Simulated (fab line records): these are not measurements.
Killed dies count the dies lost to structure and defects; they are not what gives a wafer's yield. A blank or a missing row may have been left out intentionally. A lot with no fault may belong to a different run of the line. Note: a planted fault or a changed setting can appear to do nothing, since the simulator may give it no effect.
fab line records    flow rit_cmos
record lots=6  wafers=18  last_day=7
route steps=202 shown CONTACT@176 M1@184
lots that met no fault: from a run of the same line without faults
start_h: start of the lot's first displayed wafer, in hours after the record's first day    wait_h: how many hours have passed since the lot's step before this one    " identical to the entry in the row above    L1.1+2: several wafers, shown together as one row    - no value present, or no start provided    * or withheld: withheld    < > ~ a bound
route shown NAME@n: names a module that has steps shown in the file, with the first one's number in the route    usual: mean/standard deviation of fault-free wafers    same: alike in all rows    chamber/n: place in a boat    sites: readings site by site    _std_site: their standard deviation    _edge_site: mean of outer sites minus mean of inner sites    radius_mm: how far each site lies from the wafer's centre    mask NAME#n: copy n    behind: the last tool/chamber to shape the wafer    hold: cause of the lot's hold/its duration in hours/its outcome    device: whichever transistor did not switch (one of n, p or np)    end of line: the route-end tests of the same wafers    a step with no rows: only its recipe    killed: not the wafer's yield, but the dies lost to structure and defects at the first sort    map: a wafer's dies, marking killed ones x, the rest . and places with no die _
set.NAME: the setting the step ran with; set.NAME@STEP: the setting that earlier step ran with    model.NAME: the simulator's own value behind a step, which no gauge read
certain route steps with their lots: each step a table, each wafer a row
services: the hour from which a tool's chamber was out of use, counted from the record's first day as start_h (under 0 if before that day), plus the number of hours and why
## steps
# step RIT_CONTACT_CD_MEAS_08
# recipe target_cd_nm=1000
# usual cd_nm=1000.1/1.9
lot.wafer  tool       chamber  start_h  wait_h  cd_nm
L810.3     cd_sem-01  -        71.60    -       1000.7
L810.4     "          -        "        "       1001.1
L810.5     "          -        "        "       1000.4
L813.1     cd_sem-02  -        90.39    -       998.8
L813.2     "          -        "        "       998.1
L813.4     "          -        "        "       1001.1
L816.2     cd_sem-02  -        105.08   -       997.9
L816.3     "          -        "        "       1000.4
L816.6     "          -        "        "       998.0
L819.2     cd_sem-02  -        117.91   -       1000.8
L819.5     "          -        "        "       999.4
L819.6     "          -        "        "       999.6
L826.1     cd_sem-02  -        152.45   -       1003.3
L826.2     "          -        "        "       1002.2
L826.6     "          -        "        "       1002.6
L828.1     cd_sem-02  -        164.57   -       997.1
L828.2     "          -        "        "       997.1
L828.6     "          -        "        "       999.0
# step RIT_CONTACT_OVL_MEAS_09
# usual CONTACT_OVL=-0.5/1.5
lot.wafer  tool        chamber  start_h  wait_h  CONTACT_OVL[nm]
L810.3     overlay-01  -        71.69    0.1     -0.1
L810.4     "           -        "        "       -1.2
L810.5     "           -        "        "       -1.2
L813.1     overlay-01  -        90.51    0.1     -0.5
L813.2     "           -        "        "       -2.3
L813.4     "           -        "        "       -1.0
L816.2     overlay-02  -        105.19   0.1     0.7
L816.3     "           -        "        "       0.0
L816.6     "           -        "        "       0.2
L819.2     overlay-02  -        118.01   0.1     -1.1
L819.5     "           -        "        "       -0.2
L819.6     "           -        "        "       0.8
L826.1     overlay-01  -        152.60   0.1     -0.7
L826.2     "           -        "        "       -0.4
L826.6     "           -        "        "       0.1
L828.1     overlay-02  -        164.69   0.1     1.6
L828.2     "           -        "        "       -0.2
L828.6     "           -        "        "       3.2
# step RIT_CONTACT_HARDBAKE_10
# recipe resist=NOVOLAK  temp_c=140  time_s=60
# step RIT_CONTACT_ETCH_11
# recipe target_depth_a=4800  over_etch_frac=0.2  stop_on=TiSi2  chemistry=CHF3/CF4/Ar  target=SiO2  CHF3_flow_sccm=50  cf4_flow_sccm=10  Ar_flow_sccm=100  O2_flow_sccm=5  pressure_mtorr=100  rf_w=200  time_s=320
# usual drypump_motor_current_A=5.8/0.49  oes_product_au=0.989/0.015  throttle_valve_pct=8.84/0.12
# same time_s=320
lot.wafer  tool         chamber  start_h  wait_h  drypump_motor_current_A  oes_product_au  rf_hours_counter_h  throttle_valve_pct
L810.3     rie_diel-03  1        71.87    0.1     6.2                      1.007           0                   9.01
L810.4     "            2        "        "       5.8                      0.983           6                   8.80
L810.5     "            2        "        "       5.8                      0.975           -                   8.80
L813.1     rie_diel-02  3        90.70    0.1     5.9                      1.001           71                  8.84
L813.2     "            0        "        "       6.5                      0.992           61                  8.89
L813.4     "            1        "        "       6.8                      1.006           0                   9.07
L816.2     rie_diel-04  1        105.37   0.1     5.1                      0.996           37                  8.73
L816.3     "            0        "        "       6.5                      0.980           133                 8.70
L816.6     "            2        "        "       5.3                      0.968           -                   8.79
L819.2     rie_diel-04  3        118.19   0.1     5.6                      1.015           54                  9.03
L819.5     "            1        "        "       5.1                      0.998           -                   8.74
L819.6     "            2        "        "       5.3                      0.967           -                   8.79
L826.1     rie_diel-02  2        152.79   0.1     6.1                      0.991           72                  8.80
L826.2     "            0        "        "       6.5                      1.003           62                  8.89
L826.6     "            3        "        "       5.9                      0.993           -                   8.86
L828.1     rie_diel-03  0        164.88   0.1     6.1                      0.989           92                  8.88
L828.2     "            3        "        "       5.8                      0.992           40                  8.74
L828.6     "            0        "        "       6.1                      0.990           -                   8.89
# step RIT_CONTACT_STRIP_12
# recipe chemistry=O2  time_s=180  resist=NOVOLAK  platen_temp_c=withheld  power_w=500  pressure_mtorr=4000  o2_flow_sccm=4000
# usual drypump_motor_current_A=5.8/0.5
# same time_s=180
lot.wafer  tool             chamber  start_h  wait_h  drypump_motor_current_A  rf_hours_counter_h
L810.3     plasma_asher-03  0        72.12    0.2     6.7                      -
L810.4     "                1        "        "       5.5                      -
L810.5     "                0        "        "       6.7                      -
L813.1     plasma_asher-01  1        90.89    0.1     6.3                      44
L813.2     "                0        "        "       5.3                      44
L813.4     "                0        "        "       5.3                      -
L816.2     plasma_asher-03  1        105.57   0.1     5.5                      48
L816.3     "                1        "        "       5.4                      -
L816.6     "                0        "        "       6.7                      -
L819.2     plasma_asher-01  0        118.39   0.1     5.3                      47
L819.5     "                1        "        "       6.3                      -
L819.6     "                0        "        "       5.3                      -
L826.1     plasma_asher-03  1        152.98   0.1     5.5                      53
L826.2     "                0        "        "       6.7                      53
L826.6     "                0        "        "       6.7                      -
L828.1     plasma_asher-02  1        165.07   0.1     5.7                      5
L828.2     "                0        "        "       5.5                      5
L828.6     "                1        "        "       5.7                      -
# step RIT_CONTACT_CD_MEAS_90
# recipe target_cd_nm=1000
# usual cd_nm=1000.1/1.9
lot.wafer  tool       chamber  start_h  wait_h  cd_nm
L810.3     cd_sem-01  -        72.28    0.1     1001.1
L810.4     "          -        "        "       1001.5
L810.5     "          -        "        "       1000.7
L813.1     cd_sem-01  -        91.07    0.1     998.9
L813.2     "          -        "        "       997.9
L813.4     "          -        "        "       1001.1
L816.2     cd_sem-01  -        105.76   0.1     998.3
L816.3     "          -        "        "       1000.3
L816.6     "          -        "        "       998.2
L819.2     cd_sem-02  -        118.58   0.1     1001.3
L819.5     "          -        "        "       999.5
L819.6     "          -        "        "       999.8
L826.1     cd_sem-01  -        153.16   0.1     1003.1
L826.2     "          -        "        "       1002.6
L826.6     "          -        "        "       1002.6
L828.1     cd_sem-02  -        165.25   0.1     996.8
L828.2     "          -        "        "       997.0
L828.6     "          -        "        "       999.1
# step RIT_CONTACT_CLEAN_13
# recipe chemistry=SC1  mix=3:3:50  time_s=600  temp_c=75
# step RIT_CONTACT_CLEAN_14
# recipe chemistry=SC2  mix=3:3:50  time_s=600  temp_c=75  dry=n2_spin
# step RIT_M1_SPUTTER_00
# recipe material=Al  target_thk_nm=400  power_w=2000  chamber_pressure_pa=0.4  gas=Ar  time_s=500  substrate_temp_c=25
# usual cathode_dc_power_W=2000.0/0.36  throttle_valve_pct=29.5/0.85
# same time_s=500
lot.wafer  tool            chamber  start_h  wait_h  cathode_dc_power_W  throttle_valve_pct
L810.3     pvd_sputter-01  -        72.74    0.0     1999.3              29.4
L810.4     "               -        "        "       1999.5              31.1
L810.5     "               -        "        "       2000.7              30.2
L813.1     pvd_sputter-03  -        91.55    0.0     2000.3              30.2
L813.2     "               -        "        "       2000.6              28.9
L813.4     "               -        "        "       2000.0              29.2
L816.2     pvd_sputter-01  -        106.23   0.0     2000.4              31.2
L816.3     "               -        "        "       2000.2              30.4
L816.6     "               -        "        "       2000.1              29.3
L819.2     pvd_sputter-03  -        119.07   0.0     1999.8              28.8
L819.5     "               -        "        "       2000.5              30.0
L819.6     "               -        "        "       2000.6              29.1
L826.1     pvd_sputter-01  -        153.84   0.0     2000.0              29.3
L826.2     "               -        "        "       2000.1              28.6
L826.6     "               -        "        "       2000.3              31.2
L828.1     pvd_sputter-01  -        165.82   0.0     2000.0              30.4
L828.2     "               -        "        "       2000.1              29.5
L828.6     "               -        "        "       2000.0              31.1
# step RIT_M1_RS_MEAS_01
# recipe thk_meas_gauge=four-point-probe  reads=Al_of_M1_SPUTTER_00
# usual M1_AL_RS=0.0735/0.00072
lot.wafer  tool           chamber  start_h  wait_h  M1_AL_RS[ohm/sq]
L810.3     film_metro-02  -        73.07    0.2     0.0732
L810.4     "              -        "        "       0.0726
L810.5     "              -        "        "       0.0724
L813.1     film_metro-04  -        91.85    0.1     0.0736
L813.2     "              -        "        "       0.0731
L813.4     "              -        "        "       0.0725
L816.2     film_metro-04  -        106.54   0.2     0.0736
L816.3     "              -        "        "       0.0736
L816.6     "              -        "        "       0.0736
L819.2     film_metro-04  -        119.38   0.2     0.0730
L819.5     "              -        "        "       0.0733
L819.6     "              -        "        "       0.0725
L826.1     film_metro-02  -        154.13   0.1     0.0742
L826.2     "              -        "        "       0.0732
L826.6     "              -        "        "       0.0742
L828.1     film_metro-03  -        166.11   0.1     0.0736
L828.2     "              -        "        "       0.0745
L828.6     "              -        "        "       0.0743
# step RIT_M1_THK_MEAS_02
# recipe thk_meas_gauge=xrf  reads=Al_of_M1_SPUTTER_00
# usual M1_AL_THK=399/4.4
lot.wafer  tool           chamber  start_h  wait_h  M1_AL_THK[nm]
L810.3     film_metro-02  -        73.17    0.1     399
L810.4     "              -        "        "       404
L810.5     "              -        "        "       404
L813.1     film_metro-04  -        91.97    0.1     396
L813.2     "              -        "        "       399
L813.4     "              -        "        "       402
L816.2     film_metro-04  -        106.65   0.1     397
L816.3     "              -        "        "       400
L816.6     "              -        "        "       399
L819.2     film_metro-04  -        119.49   0.1     403
L819.5     "              -        "        "       402
L819.6     "              -        "        "       406
L826.1     film_metro-02  -        154.25   0.1     393
L826.2     "              -        "        "       402
L826.6     "              -        "        "       394
L828.1     film_metro-03  -        166.23   0.1     396
L828.2     "              -        "        "       392
L828.6     "              -        "        "       394
# step RIT_M1_HMDS_03
# recipe prime_time_s=60  prime_temp_c=140
# step RIT_M1_COAT_04
# recipe resist=NOVOLAK  spin_rpm=2000  resist_thk_nm=1300
# usual spin_speed_rpm=2000.2/1.3
lot.wafer  tool            chamber  start_h  wait_h  spin_speed_rpm  model.NOVOLAK_of_M1_COAT_04.thk_nm
L810.3     litho_track-04  0        73.41    0.1     1999.9          1304
L810.4     "               0        "        "       1999.7          1296
L810.5     "               0        "        "       2000.8          1300
L813.1     litho_track-04  0        92.18    0.1     1617.9          1442
L813.2     "               0        "        "       1615.6          1448
L813.4     "               0        "        "       1616.8          1439
L816.2     litho_track-04  0        106.88   0.1     1613.6          1445
L816.3     "               0        "        "       1616.9          1449
L816.6     "               0        "        "       1615.6          1446
L819.2     litho_track-03  0        119.72   0.1     2001.5          1302
L819.5     "               0        "        "       2000.9          1302
L819.6     "               0        "        "       2000.7          1300
L826.1     litho_track-02  0        154.46   0.1     2002.0          1299
L826.2     "               0        "        "       2001.1          1298
L826.6     "               0        "        "       2000.7          1301
L828.1     litho_track-02  0        166.44   0.1     2000.7          1302
L828.2     "               0        "        "       2000.2          1302
L828.6     "               0        "        "       1998.1          1303
# step RIT_M1_SOFTBAKE_05
# recipe resist=NOVOLAK  temp_c=90  time_s=60
# step RIT_M1_EXPOSE_06
# recipe mask_id=M12  na=0.6  source_shape=conventional  sigma_outer=0.5  target_cd_nm=2600  dose_mj=250
# step RIT_M1_PEB_07
# recipe resist=NOVOLAK  temp_c=withheld  time_s=withheld
# step RIT_M1_DEVELOP_08
# recipe resist=NOVOLAK  develop_time_s=68  dev_temp_c=23
# step RIT_M1_CD_MEAS_09
# recipe target_cd_nm=2600
# usual cd_nm=2599.7/2.5
lot.wafer  tool       chamber  start_h  wait_h  cd_nm
L810.3     cd_sem-01  -        74.33    -       2599.8
L810.4     "          -        "        "       2597.5
L810.5     "          -        "        "       2599.8
L813.1     cd_sem-02  -        92.91    -       2611.2
L813.2     "          -        "        "       2612.9
L813.4     "          -        "        "       2610.0
L816.2     cd_sem-02  -        107.60   -       2612.2
L816.3     "          -        "        "       2612.7
L816.6     "          -        "        "       2613.1
L819.2     cd_sem-02  -        120.57   -       2598.6
L819.5     "          -        "        "       2597.7
L819.6     "          -        "        "       2598.6
L826.1     cd_sem-02  -        155.32   -       2597.1
L826.2     "          -        "        "       2597.8
L826.6     "          -        "        "       2597.5
L828.1     cd_sem-02  -        167.30   -       2602.2
L828.2     "          -        "        "       2600.3
L828.6     "          -        "        "       2602.2
# step RIT_M1_OVL_MEAS_10
# usual M1_OVL=0.0/1.2
lot.wafer  tool        chamber  start_h  wait_h  M1_OVL[nm]
L810.3     overlay-02  -        74.42    0.1     -1.4
L810.4     "           -        "        "       0.1
L810.5     "           -        "        "       -0.1
L813.1     overlay-01  -        93.03    0.1     1.1
L813.2     "           -        "        "       0.6
L813.4     "           -        "        "       0.5
L816.2     overlay-02  -        107.71   0.1     -0.7
L816.3     "           -        "        "       0.1
L816.6     "           -        "        "       -1.1
L819.2     overlay-01  -        120.67   0.1     1.3
L819.5     "           -        "        "       -0.3
L819.6     "           -        "        "       0.4
L826.1     overlay-02  -        155.44   0.1     -0.8
L826.2     "           -        "        "       -0.5
L826.6     "           -        "        "       0.5
L828.1     overlay-01  -        167.42   0.1     1.7
L828.2     "           -        "        "       0.2
L828.6     "           -        "        "       1.1
# step RIT_M1_HARDBAKE_11
# recipe resist=NOVOLAK  temp_c=140  time_s=120
# step RIT_M1_METAL_ETCH_12
# recipe stop_on=SiO2  chemistry=Cl2/BCl3  target=Al  time_s=165  over_etch_frac=0.5  pressure_mtorr=100  target_depth_a=6000  rf_w=250  Cl2_flow_sccm=60  bcl3_flow_sccm=50
# usual drypump_motor_current_A=5.8/0.47  oes_product_au=0.779/0.011  throttle_valve_pct=8.28/0.11
# same time_s=165
lot.wafer  tool          chamber  start_h  wait_h  drypump_motor_current_A  oes_product_au  rf_hours_counter_h  throttle_valve_pct  model.NOVOLAK_of_M1_COAT_04.thk_nm
L810.3     rie_metal-03  0        74.75    0.2     5.8                      0.791           -                   8.45                803.2
L810.4     "             1        "        "       5.7                      0.779           -                   8.12                811.3
L810.5     "             0        "        "       5.8                      0.794           -                   8.46                801.4
L813.1     rie_metal-03  1        93.32    0.2     5.7                      0.780           1                   8.14                931.6
L813.2     "             0        "        "       5.8                      0.780           1                   8.46                927.9
L813.4     "             1        "        "       5.7                      0.784           -                   8.15                927.2
L816.2     rie_metal-03  1        107.99   0.2     5.7                      0.779           1                   8.14                935.1
L816.3     "             1        "        "       5.7                      0.779           -                   8.14                938.9
L816.6     "             1        "        "       5.7                      0.782           -                   8.13                935.7
L819.2     rie_metal-03  0        120.95   0.2     5.8                      0.790           1                   8.46                803.4
L819.5     "             1        "        "       5.6                      0.771           -                   8.15                812.5
L819.6     "             0        "        "       5.8                      0.788           -                   8.45                799.9
L826.1     rie_metal-03  1        155.72   0.2     5.7                      0.764           2                   8.15                806.9
L826.2     "             0        "        "       5.8                      0.786           2                   8.46                800.7
L826.6     "             1        "        "       5.7                      0.780           -                   8.16                811.1
L828.1     rie_metal-02  0        167.71   0.2     5.1                      0.775           3                   8.35                808.8
L828.2     "             1        "        "       6.6                      0.765           4                   8.23                804.3
L828.6     "             0        "        "       5.1                      0.776           -                   8.36                809.5
# step RIT_M1_STRIP_13
# recipe chemistry=nmp  resist=NOVOLAK  temp_c=80  time_s=600  dry=n2_spin
# step RIT_M1_PROBE_99
# usual defect_limited_yield=97.5/1.2  killed_at_front_end=7/3.1  killed_dies=7/3.1  killed_open=3.3/2  killed_short=3.4/2.1  sort_bin_3_pad_short=0.1/0.21  sort_bin_5_function=1.4/0.79  sort_bin_6_memory=1.0/0.65  sort_n_pass=257/3.1  sort_yield_pct=97.5/1.2
# same gross_dies=264  killed_at_M0_to_M3=0  killed_at_M4_up=0  killed_at_back_side=0  killed_at_contacts=0  killed_at_other=0
lot.wafer  tool       chamber  start_h  wait_h  defect_limited_yield[%]  killed_at_front_end  killed_dies  killed_open  killed_short  sort_bin_3_pad_short[%]  sort_bin_5_function[%]  sort_bin_6_memory[%]  sort_n_pass  sort_yield_pct[%]
L810.3     prober-01  -        78.20    0.2     98.5                     4                    4            1            3             0                        0.8                     0.8                   260          98.5
L810.4     prober-01  -        78.25    0.2     98.5                     4                    4            4            0             0                        1.1                     0.4                   260          98.5
L810.5     prober-01  -        78.30    0.2     98.5                     4                    4            1            3             0.4                      0.4                     0.8                   260          98.5
L813.1     prober-02  -        95.57    0.1     97.7                     6                    6            3            3             0                        1.1                     1.1                   258          97.7
L813.2     prober-02  -        95.62    0.1     96.2                     10                   10           6            4             0                        1.9                     1.9                   254          96.2
L813.4     prober-02  -        95.72    0.2     97.0                     8                    8            2            6             0.4                      1.9                     0.8                   256          97.0
L816.2     prober-02  -        110.46   0.1     96.6                     9                    9            4            5             0                        1.9                     1.5                   255          96.6
L816.3     prober-02  -        110.51   0.2     97.7                     6                    6            3            3             0                        1.1                     1.1                   258          97.7
L816.6     prober-02  -        110.66   0.2     96.6                     9                    9            2            7             0.8                      1.5                     1.1                   255          96.6
L819.2     prober-01  -        123.72   0.1     97.7                     6                    6            2            4             0                        1.1                     1.1                   258          97.7
L819.5     prober-01  -        123.87   0.2     99.2                     2                    2            1            1             0                        0.8                     0                     262          99.2
L819.6     prober-01  -        123.92   0.2     97.7                     6                    6            3            3             0.4                      1.1                     0.8                   258          97.7
L826.1     prober-02  -        159.31   0.1     96.6                     9                    9            4            5             0                        2.7                     0.8                   255          96.6
L826.2     prober-02  -        159.36   0.1     95.8                     11                   11           7            4             0.4                      2.3                     1.5                   253          95.8
L826.6     prober-02  -        159.56   0.2     96.6                     9                    9            5            4             0.4                      1.9                     1.1                   255          96.6
L828.1     prober-02  -        170.38   0.1     98.1                     5                    5            0            5             0.4                      0.8                     0.8                   259          98.1
L828.2     prober-02  -        170.43   0.1     99.6                     1                    1            0            1             0                        0                       0.4                   263          99.6
L828.6     prober-02  -        170.63   0.2     97.0                     8                    8            4            4             0                        1.9                     1.1                   256          97.0
# killed by level:class
L810.3 GATE:geometric_particle:short=2 FOX2:geometric_particle:short=1 FOX2:geometric_particle:open=1
L810.4 SILICIDE:geometric_particle:open=2 FOX1:geometric_particle:open=1 SPACER:geometric_particle:open=1
L810.5 GATE:geometric_particle:short=3 GATE:geometric_particle:open=1
L813.1 SILICIDE:geometric_particle:short=2 FOX2:geometric_particle:short=1 GATE:geometric_particle:open=1 REOX:geometric_particle:open=1 SILICIDE:geometric_particle:open=1
L813.2 SILICIDE:geometric_particle:open=3 FOX1:geometric_particle:open=2 SPACER:geometric_particle:short=2 FOX1:geometric_particle:short=1 GATE:geometric_particle:short=1 REOX:geometric_particle:open=1
L813.4 GATE:geometric_particle:short=4 FOX2:geometric_particle:open=1 REOX:geometric_particle:short=1 REOX:geometric_particle:open=1 SPACER:geometric_particle:short=1
L816.2 SILICIDE:geometric_particle:short=3 GATE:geometric_particle:short=2 GATE:geometric_particle:open=1 REOX:geometric_particle:open=1 SPACER:geometric_particle:open=1 SILICIDE:geometric_particle:open=1
L816.3 GATE:geometric_particle:short=2 FOX1:geometric_particle:open=1 FOX1:geometric_particle:short=1 SPACER:geometric_particle:open=1 SILICIDE:geometric_particle:open=1
L816.6 GATE:geometric_particle:short=3 SILICIDE:geometric_particle:short=3 FOX1:geometric_particle:open=1 REOX:geometric_particle:open=1 REOX:geometric_particle:short=1
L819.2 GATE:geometric_particle:short=3 GATE:geometric_particle:open=2 SPACER:geometric_particle:short=1
L819.5 FOX2:geometric_particle:open=1 SPACER:geometric_particle:short=1
L819.6 GATE:geometric_particle:short=2 GATE:geometric_particle:open=2 REOX:geometric_particle:short=1 SILICIDE:geometric_particle:open=1
L826.1 SILICIDE:geometric_particle:open=3 SILICIDE:geometric_particle:short=2 FOX1:geometric_particle:short=1 GATE:geometric_particle:short=1 REOX:geometric_particle:short=1 SPACER:geometric_particle:open=1
L826.2 GATE:geometric_particle:short=3 FOX1:geometric_particle:open=2 GATE:geometric_particle:open=2 SILICIDE:geometric_particle:open=2 FOX1:geometric_particle:short=1 REOX:geometric_particle:open=1
L826.6 FOX1:geometric_particle:open=2 GATE:geometric_particle:short=2 GATE:geometric_particle:open=2 FOX1:geometric_particle:short=1 FOX2:geometric_particle:short=1 FOX2:geometric_particle:open=1
L828.1 GATE:geometric_particle:short=2 FOX1:geometric_particle:short=1 FOX2:geometric_particle:short=1 SILICIDE:geometric_particle:short=1
L828.2 SPACER:geometric_particle:short=1
L828.6 GATE:geometric_particle:short=3 GATE:geometric_particle:open=2 SPACER:geometric_particle:open=1 SPACER:geometric_particle:short=1 SILICIDE:geometric_particle:open=1
## services
tool             chamber  start_h  hours  kind
rie_diel-04      0        56.91    12.7   repair
rie_diel-03      -        67.91    0.5    repair
rie_diel-04      0        70.42    10.5   repair
rie_metal-02     -        71.71    2.8    pm
rie_diel-02      -        106.17   14.6   pm
plasma_asher-02  -        108.75   9.0    pm
plasma_asher-02  0        108.75   9.0    vent_cycle
plasma_asher-02  1        108.75   9.0    vent_cycle
plasma_asher-03  -        117.44   8.2    repair
plasma_asher-02  0        117.75   -      clean
plasma_asher-02  1        117.75   -      clean
plasma_asher-02  -        144.55   1.7    repair
plasma_asher-01  -        145.50   6.2    pm
rie_diel-03      -        158.95   0.2    repair
## key
first_sign step=RIT_M1_COAT_04  reading=spin_speed_rpm  direction=down  sigmas=99+  usual=2000.2  struck=1616.1
effect step=RIT_M1_CD_MEAS_09  reading=cd_nm  direction=up  sigmas=5  usual=2599.7  struck=2612.0
model_effect step=RIT_M1_COAT_04  value=NOVOLAK_of_M1_COAT_04.thk_nm  without=1299  struck=1445
model_effect step=RIT_M1_METAL_ETCH_12  value=NOVOLAK_of_M1_COAT_04.thk_nm  without=807  struck=932.7
met_at RIT_M1_COAT_04
struck_wafers L813.1,L813.2,L813.4,L816.2,L816.3,L816.6
onset_between 73.41 92.18
fault kind=process_parameter_drift  tool=litho_track-04  chamber=-  onset_h=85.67  steps=RIT_M1_COAT_04  channel=spin_rpm  offset=-384.03  shape=step  end_h=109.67  acts_in=these_recipes_only  stated=2000
